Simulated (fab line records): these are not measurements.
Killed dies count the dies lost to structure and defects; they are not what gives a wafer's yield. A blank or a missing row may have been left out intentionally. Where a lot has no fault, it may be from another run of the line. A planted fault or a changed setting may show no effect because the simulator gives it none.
2 desks, one fault ; flow berkeley-cmos170 ; every desk sees just its own numbers, and what lay behind them comes last

THE TOOL OWNER'S DESK: furnace-04
The tool's own readings at UCB170_WELLDRIVE_OXIDATION_01 (target thk 199 nm, ox time 9000 s): means of the sampled wafers that have a number, for each lot that ran on this tool. If a lot's mean is further than 4 standard deviations from the usual mean, the lot is out of limits and carries the mark OUT (the distance appears in the brackets).
Columns: A = spike-tc-centre-C at UCB170_WELLDRIVE_OXIDATION_01, usual 1102.8 C; B = spike-tc-source-C at UCB170_WELLDRIVE_OXIDATION_01, usual 1125.1 C; C = tube-center-temp-C at UCB170_WELLDRIVE_OXIDATION_01, usual 1100 C; D = tube_center_temp_C_max at UCB170_WELLDRIVE_OXIDATION_01, usual 1102.8; E = zone-power-load-pct at UCB170_WELLDRIVE_OXIDATION_01, usual 43.9 %; F = zone-power-source-pct at UCB170_WELLDRIVE_OXIDATION_01, usual 39.9 %
lot;first seen here;A;B;C;D;E;F
L484;day 5 04:58;1102.4;1124.4;1100;1102.9;45.0;39.2
L490;day 6 19:32;1107.2;1128.6;1106 (+65) OUT;1108.7 (+13) OUT;45.5;39.9
L491;day 6 19:32;1108.2 (+4.5) OUT;1129.3;1106 (+66) OUT;1108.4 (+13) OUT;45.9;39.7
This desk's finding: out of limits on L490, L491; first on L490, day 6 19:32 (tube-center-temp-C at UCB170_WELLDRIVE_OXIDATION_01). L484: within limits.

AT THE METROLOGY DESK
What the gauges read, lot by lot, whatever tool the lot ran on: means of the sampled wafers that have a number. If a lot's mean is further than 4 standard deviations from the usual mean, the lot is out of limits and carries the mark OUT (the distance appears in the brackets).
Columns: A = PWELL_OVL at UCB170_PWELL_OVL_MEAS_13, usual 0 nm; B = PWELL_TW at UCB170_PWELL_TW_MEAS_17, usual 380.0; C = WELLDRIVE_OXIDE_THK at UCB170_WELLDRIVE_THK_MEAS_02, usual 202 nm
lot;first seen here;A;B;C
L478;day 4 00:20;7;379.2;199
L484;day 4 17:34;-2;380.2;204
L490;day 6 10:03;-2;382.0;208
L491;day 6 10:30;-2;382.4;211
L494;day 7 01:07;-4;380.0;197
L500;day 8 04:35;0;375.1;200
Finding of this desk: none of the 6 lots has anything out of limits.

TAKEN TOGETHER
At day 6 19:32, on L490, L491, the tool owner's desk was in a position to raise an alarm.
At the metrology desk, nothing out of limits was observed.
The metrology desk holds a record of L490, L491, inside its limits.
UCB170_WELLDRIVE_OXIDATION_01 was run on furnace-04 by each of the lots named.

WHAT WAS PUT IN BY THE SIMULATOR
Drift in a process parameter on furnace-04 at UCB170_WELLDRIVE_OXIDATION_01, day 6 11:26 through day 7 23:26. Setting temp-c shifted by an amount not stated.
Struck lots among those shown: L490, L491.
Time in hours from fault onset to the first out-of-limits reading at each desk: the tool owner's desk, 8.
